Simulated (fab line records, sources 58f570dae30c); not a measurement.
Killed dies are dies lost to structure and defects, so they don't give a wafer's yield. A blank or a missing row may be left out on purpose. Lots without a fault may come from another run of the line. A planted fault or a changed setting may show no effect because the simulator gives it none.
fab line records | flow berkeley_cmos170
record lots=14 wafers=42 last_day=12
route steps=331 shown PLDD@153
lots that met no fault: from a run of the same line without faults
start_h: hours from the record's first day to the start of the lot's first wafer shown | wait_h: hours since the lot's step before | " the same as in the row above | L1.1+2: a row that stands for several wafers | - no value, or no start given | * or withheld: withheld | < > ~ a bound
route shown NAME@n: a module of which the file shows steps, and the number in the route of the first | usual: mean/standard deviation of fault-free wafers | same: alike in all rows | chamber/n: place in a boat | sites: the reading at each site | _std_site: their standard deviation | _edge_site: outer sites' mean less inner sites' | radius_mm: how far each site lies from the wafer's centre | mask NAME#n: copy n | behind: the tool/chamber that last shaped the wafer | hold: why the lot was held/for how many hours/how that ended | device: the transistor (n, p or np) that didn't switch | end of line: the same wafers' tests at the end of the route | a step without rows: its recipe alone | killed: dies lost to structure and defects at the first sort, not the wafer's yield | map: a wafer's dies, x killed, . not, _ none there
set.NAME: the setting as run; set.NAME@STEP: as run at that earlier step | model.NAME: the simulator's own value behind a step, which no gauge read
steps of the route over a sample of lots; a table a step, a row a wafer
services: from which hour (start_h, from the record's first day; less than 0 if before it) a tool's chamber was out of use, for how many hours, and why
## steps
# step UCB170_PLDD_IMPLANT_08
# recipe species=BF2 dose_cm2=5e+13 energy_kev=10 tilt_deg=7 rotation_deg=0
# usual dose_ions_cm2=4.999e+13/5.5e+10 faraday_current_uA=158/3.1
# columns lot.wafer tool chamber start_h wait_h dose_ions_cm2 faraday_current_uA
L406.2 implanter-04 0 153.81 0.0 5.009e+13 158
L406.5 " 0 " " 5.004e+13 164
L406.6 " 0 " " 5.009e+13 156
L407.3 implanter-03 0 154.46 0.1 5.002e+13 163
L407.4 " 0 " " 5e+13 156
L407.6 " 0 " " 5.002e+13 156
L404.3 implanter-01 0 154.55 0.1 4.999e+13 155
L404.4 " 0 " " 4.996e+13 162
L404.6 " 0 " " 5.005e+13 152
L405.1 implanter-03 0 154.71 0.1 5.001e+13 158
L405.3 " 0 " " 5.01e+13 157
L405.6 " 0 " " 4.994e+13 155
L409.1 implanter-04 0 167.23 0.0 4.999e+13 156
L409.2 " 0 " " 4.994e+13 162
L409.5 " 0 " " 5.002e+13 159
L408.1 implanter-01 0 167.48 0.0 4.993e+13 153
L408.3 " 0 " " 4.999e+13 157
L408.5 " 0 " " 5.001e+13 160
L410.2 implanter-01 0 182.89 0.0 5.005e+13 155
L410.4 " 0 " " 4.993e+13 158
L410.6 " 0 " " 4.989e+13 161
L412.1 implanter-03 0 183.15 0.0 4.995e+13 156
L412.2 " 0 " " 4.996e+13 158
L412.5 " 0 " " 4.993e+13 160
L413.1 implanter-01 0 183.63 0.0 4.992e+13 155
L413.2 " 0 " " 4.994e+13 163
L413.3 " 0 " " 4.992e+13 158
L414.2 implanter-03 0 200.15 0.0 4.992e+13 161
L414.4 " 0 " " 5.005e+13 158
L414.5 " 0 " " 4.988e+13 157
L419.1 implanter-04 0 215.89 0.0 4.997e+13 157
L419.2 " 0 " " 5.001e+13 159
L419.6 " 0 " " 5.006e+13 155
L423.1 implanter-03 0 242.54 0.0 2.892e+13 91
L423.3 " 0 " " 2.9e+13 91
L423.4 " 0 " " 2.887e+13 89
L424.1 implanter-03 0 243.54 0.0 2.902e+13 93
L424.2 " 0 " " 2.901e+13 94
L424.6 " 0 " " 2.907e+13 91
L425.1 implanter-04 0 256.51 0.0 4.993e+13 154
L425.5 " 0 " " 4.995e+13 153
L425.6 " 0 " " 4.999e+13 163
# step UCB170_PLDD_TW_MEAS_11
# usual PLDD_TW=1004/11
# columns lot.wafer tool chamber start_h wait_h PLDD_TW
L406.2 film_metro-04 - 154.19 0.1 1016
L406.5 " - " " 1018
L406.6 " - " " 1009
L407.3 film_metro-02 - 154.83 0.1 987
L407.4 " - " " 986
L407.6 " - " " 988
L404.3 film_metro-04 - 154.92 0.1 1013
L404.4 " - " " 1015
L404.6 " - " " 1011
L405.1 film_metro-04 - 155.11 0.1 1013
L405.3 " - " " 1017
L405.6 " - " " 1018
L409.1 film_metro-04 - 167.63 0.1 1014
L409.2 " - " " 1022
L409.5 " - " " 1014
L408.1 film_metro-04 - 167.88 0.1 1016
L408.3 " - " " 1015
L408.5 " - " " 1013
L410.2 film_metro-01 - 183.28 0.1 1016
L410.4 " - " " 1017
L410.6 " - " " 1016
L412.1 film_metro-04 - 183.55 0.1 1014
L412.2 " - " " 1014
L412.5 " - " " 1011
L413.1 film_metro-04 - 184.03 0.1 1005
L413.2 " - " " 1003
L413.3 " - " " 1001
L414.2 film_metro-02 - 202.62 0.2 993
L414.4 " - " " 992
L414.5 " - " " 991
L419.1 film_metro-02 - 216.29 0.1 993
L419.2 " - " " 988
L419.6 " - " " 993
L423.1 film_metro-04 - 242.94 0.1 938
L423.3 " - " " 936
L423.4 " - " " 937
L424.1 film_metro-02 - 243.94 0.1 921
L424.2 " - " " 916
L424.6 " - " " 917
L425.1 film_metro-02 - 256.91 0.1 987
L425.5 " - " " 991
L425.6 " - " " 986
# step UCB170_SDANNEAL_RS_MEAS_04
# recipe thk_meas_gauge=four-point-probe
# usual PLDD_RS=1032.7/2.6
# columns lot.wafer tool chamber start_h wait_h PLDD_RS[ohm/sq]
L404.3 film_metro-01 - 178.14 0.1 1032.7
L404.4 " - " " 1032.4
L404.6 " - " " 1030.0
L407.3 film_metro-02 - 179.09 0.1 1033.4
L407.4 " - " " 1033.8
L407.6 " - " " 1039.3
L405.1 film_metro-04 - 179.18 0.1 1030.1
L405.3 " - " " 1029.5
L405.6 " - " " 1028.0
L406.2 film_metro-01 - 179.32 0.1 1035.6
L406.5 " - " " 1035.0
L406.6 " - " " 1036.9
L409.1 film_metro-01 - 182.49 0.1 1031.9
L409.2 " - " " 1031.8
L409.5 " - " " 1030.5
L408.1 film_metro-02 - 182.84 0.1 1034.1
L408.3 " - " " 1035.9
L408.5 " - " " 1032.3
L410.2 film_metro-01 - 201.28 0.1 1035.1
L410.4 " - " " 1033.1
L410.6 " - " " 1034.0
L412.1 film_metro-04 - 202.42 0.1 1031.1
L412.2 " - " " 1031.9
L412.5 " - " " 1034.7
L413.1 film_metro-01 - 202.67 0.1 1032.9
L413.2 " - " " 1035.0
L413.3 " - " " 1034.9
L414.2 film_metro-04 - 220.38 0.1 1032.8
L414.4 " - " " 1031.6
L414.5 " - " " 1033.4
L419.1 film_metro-04 - 232.22 0.1 1035.5
L419.2 " - " " 1033.3
L419.6 " - " " 1030.6
L424.1 film_metro-02 - 257.97 0.1 1245.6
L424.2 " - " " 1240.4
L424.6 " - " " 1243.0
L423.1 film_metro-04 - 258.59 0.1 1240.7
L423.3 " - " " 1243.2
L423.4 " - " " 1242.1
L425.1 film_metro-01 - 268.86 0.1 1030.9
L425.5 " - " " 1028.2
L425.6 " - " " 1030.9
## services
# columns tool chamber start_h hours kind
implanter-04 - 139.70 2.7 repair
implanter-03 - 144.89 1.1 repair
implanter-04 - 147.29 0.6 repair
implanter-03 - 164.84 2.7 repair
implanter-03 - 166.19 1.7 repair
implanter-03 - 194.91 5.0 pm
implanter-01 - 203.03 10.5 pm
implanter-03 - 208.73 4.1 repair
implanter-03 - 234.32 6.9 repair
## key
first_sign step=UCB170_PLDD_IMPLANT_08 reading=dose_ions_cm2 direction=down sigmas=99+ usual=4.999e+13 struck=2.898e+13
effect step=UCB170_PLDD_IMPLANT_08 reading=faraday_current_uA direction=down sigmas=22 usual=158 struck=92
effect step=UCB170_PLDD_TW_MEAS_11 reading=PLDD_TW direction=down sigmas=6.8 usual=1004 struck=927
effect step=UCB170_SDANNEAL_RS_MEAS_04 reading=PLDD_RS direction=up sigmas=80 usual=1032.7 struck=1242.5
met_at UCB170_PLDD_IMPLANT_08
struck_lots L423,L424
tester_left_out L423,L424
onset_between 200.15 242.54
fault kind=process_parameter_drift tool=implanter-03 chamber=- onset_h=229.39 steps=UCB170_PLDD_IMPLANT_08 channel=dose_cm2 offset=-2.1e+13 shape=step end_h=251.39 acts_in=these_recipes_only stated=5e+13
# tester_left_out: of these lots the tester's yield and bins aren't shown, on N5 and GAA mostly nor the transistor test; their killed dies are dies lost to structure and defects alone, not to doping, threshold or leakage, so they don't give the yield
